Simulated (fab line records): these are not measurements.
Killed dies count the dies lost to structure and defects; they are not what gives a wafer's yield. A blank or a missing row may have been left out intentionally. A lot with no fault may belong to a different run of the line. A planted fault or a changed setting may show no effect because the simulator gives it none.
Which tool is to blame? :: flow rit_cmos :: 7 lots, 21 wafers sampled, at 2 steps of a route of 202

WHAT THE GAUGES SHOWED, per wafer
RIT_CONTACT_CD_MEAS_08: the cd target is 1000 nm.
lot: L182
measured: day 3 10:29
on: cd_sem-02
cd_nm (nm): 1006.1 1005.4 1004.3

lot: L184
measured: day 3 18:29
on: cd_sem-02
cd_nm (nm): 999.7 999.2 997.8

lot: L186
measured: day 4 06:32
on: cd_sem-02
cd_nm (nm): 998.5 997.8 998.3

lot: L191
measured: day 5 06:04
on: cd_sem-02
cd_nm (nm): 1011.7 1010.6 1010.0

lot: L194
measured: day 5 19:52
on: cd_sem-02
cd_nm (nm): 997.9 997.6 996.6

lot: L201
measured: day 7 12:11
on: cd_sem-02
cd_nm (nm): 1001.2 1003.0 1004.4

lot: L203
measured: day 7 19:27
on: cd_sem-02
cd_nm (nm): 1002.6 999.5 999.0

WHICH TOOL RAN EACH LOT (tool, then ch and the chambers of the sampled wafers, then the start)
lot: L182
RIT_CONTACT_COAT_03: litho_track-02 ch 0, day 3 09:26

lot: L184
RIT_CONTACT_COAT_03: litho_track-03 ch 0, day 3 17:40

lot: L186
RIT_CONTACT_COAT_03: litho_track-04 ch 0, day 4 05:35

lot: L191
RIT_CONTACT_COAT_03: litho_track-02 ch 0, day 5 05:14

lot: L194
RIT_CONTACT_COAT_03: litho_track-03 ch 0, day 5 18:55

lot: L201
RIT_CONTACT_COAT_03: litho_track-03 ch 0, day 7 11:22

lot: L203
RIT_CONTACT_COAT_03: litho_track-03 ch 0, day 7 18:31
- RIT_CONTACT_COAT_03: resist thk 1000 nm.

THE ANSWER, worked out from the rows above alone
Rule: what is usual is taken from the lots themselves. The widest of any qualifying gaps counts: lots, ordered by their means at a reading, are off when they make up no more than a third of the lots, leave a main group of 4 or more, and stand apart from it by 3 or more times the standard deviation of that group's means. The tables above print the reading to a certain number of digits; a main group whose means all agree to those digits is not used. A lot without any number at a reading at which 4 lots or more have one is off too. All remaining lots with rows at the step are treated as sound.
No lot is off on any of the readings shown, so nothing can be concluded from this.

WHAT HAD BEEN PUT IN BY THE SIMULATOR
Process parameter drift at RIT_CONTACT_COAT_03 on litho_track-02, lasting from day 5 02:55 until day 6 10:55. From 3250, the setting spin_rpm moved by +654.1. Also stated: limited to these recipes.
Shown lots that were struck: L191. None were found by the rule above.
